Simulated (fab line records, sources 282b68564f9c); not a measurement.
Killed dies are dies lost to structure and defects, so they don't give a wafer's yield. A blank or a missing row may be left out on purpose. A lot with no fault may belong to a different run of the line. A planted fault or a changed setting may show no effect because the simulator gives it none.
2 desks, one fault :: flow rit cmos :: numbers are kept per desk, each desk with only its own; the story behind them comes last

== FROM THE METROLOGY DESK ==
What the gauges read, lot by lot, whatever tool the lot ran on: means of the sampled wafers that have a number. If a lot's mean is further than 4 standard deviations from the usual mean, the lot is out of limits and carries the mark OUT (the distance appears in the brackets).
Columns: A = FOX2_OXIDE_THK at RIT_FOX2_THK_MEAS_01, usual 349 nm; B = GATE_POLY_THK at RIT_GATE_THK_MEAS_09, usual 243.8 nm; C = PSD_RS at RIT_SDANNEAL_RS_MEAS_04, usual 115.58 ohm/sq
lot: L568
first seen here: day 1 20:56
A: 344
B: 246.2
C: 115.34

lot: L569
first seen here: day 2 01:17
A: 364
B: 245.2
C: 115.79

lot: L570
first seen here: day 2 06:07
A: 348
B: 244.2
C: 115.60

lot: L571
first seen here: day 2 11:25
A: 343
B: 241.5
C: 115.46

lot: L573
first seen here: day 2 20:14
A: 344
B: 244.7
C: 115.33

lot: L574
first seen here: day 3 00:43
A: 353
B: 246.2
C: 115.57

lot: L576
first seen here: day 3 13:11
A: 344
B: 244.3
C: 115.40

lot: L579
first seen here: day 4 03:16
A: 353
B: 244.1
C: 115.96

lot: L581
first seen here: day 4 13:15
A: 351
B: 244.0
C: 116.15

lot: L584
first seen here: day 5 03:43
A: 354
B: 244.2
C: 72.41 (-99 or more) OUT

lot: L586
first seen here: day 5 14:02
A: 354
B: 242.3
C: 72.13 (-99 or more) OUT

lot: L587
first seen here: day 5 19:56
A: 338
B: 243.1
C: 115.60

lot: L589
first seen here: day 6 05:29
A: 359
B: 243.5
C: 115.62

lot: L591
first seen here: day 6 15:18
A: 357
B: 243.2
C: 115.26
This desk finds L584, L586 out of limits, with the earliest case on L584 at day 6 14:13 (PSD_RS at RIT_SDANNEAL_RS_MEAS_04). L568, L569, L570, L571, L573, L574, L576, L579, L581, L587, L589, L591 stayed within limits.

== AT THE TOOL OWNER'S DESK: rtp anneal-01 ==
Per lot that ran on this tool, the mean of the sampled wafers carrying a number, from the tool's own readings at RIT_SDANNEAL_RTA_03 (time 5 s). If a lot's mean is further than 4 standard deviations from the usual mean, the lot is out of limits and carries the mark OUT (the distance appears in the brackets).
Columns: A = wafer_temp_C_max at RIT_SDANNEAL_RTA_03, usual 1053.5
lot: L568
first seen here: day 3 08:20
A: 1053.2

lot: L570
first seen here: day 3 18:07
A: 1054.8

lot: L574
first seen here: day 4 12:19
A: 1052.9

lot: L576
first seen here: day 4 23:23
A: 1053.1

lot: L584
first seen here: day 6 14:09
A: 1053.4

lot: L586
first seen here: day 7 01:13
A: 1053.4
Finding of this desk: none of the 6 lots has anything out of limits.

== PUT TOGETHER ==
An alarm was possible from the metrology desk at day 6 14:13, on L584, L586.
The tool owner's desk saw nothing out of limits.
Tool owner's desk: L584, L586 on record, inside its limits.
All the named lots went through RIT_SDANNEAL_RTA_03 on rtp anneal-01.

== WHAT HAD BEEN PUT IN BY THE SIMULATOR ==
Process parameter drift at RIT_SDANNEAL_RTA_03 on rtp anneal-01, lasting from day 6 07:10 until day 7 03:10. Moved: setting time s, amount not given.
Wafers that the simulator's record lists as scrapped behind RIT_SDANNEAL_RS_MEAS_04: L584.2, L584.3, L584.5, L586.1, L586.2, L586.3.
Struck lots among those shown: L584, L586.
Delay in hours, fault start to first out-of-limits reading, per desk: metrology desk 7.
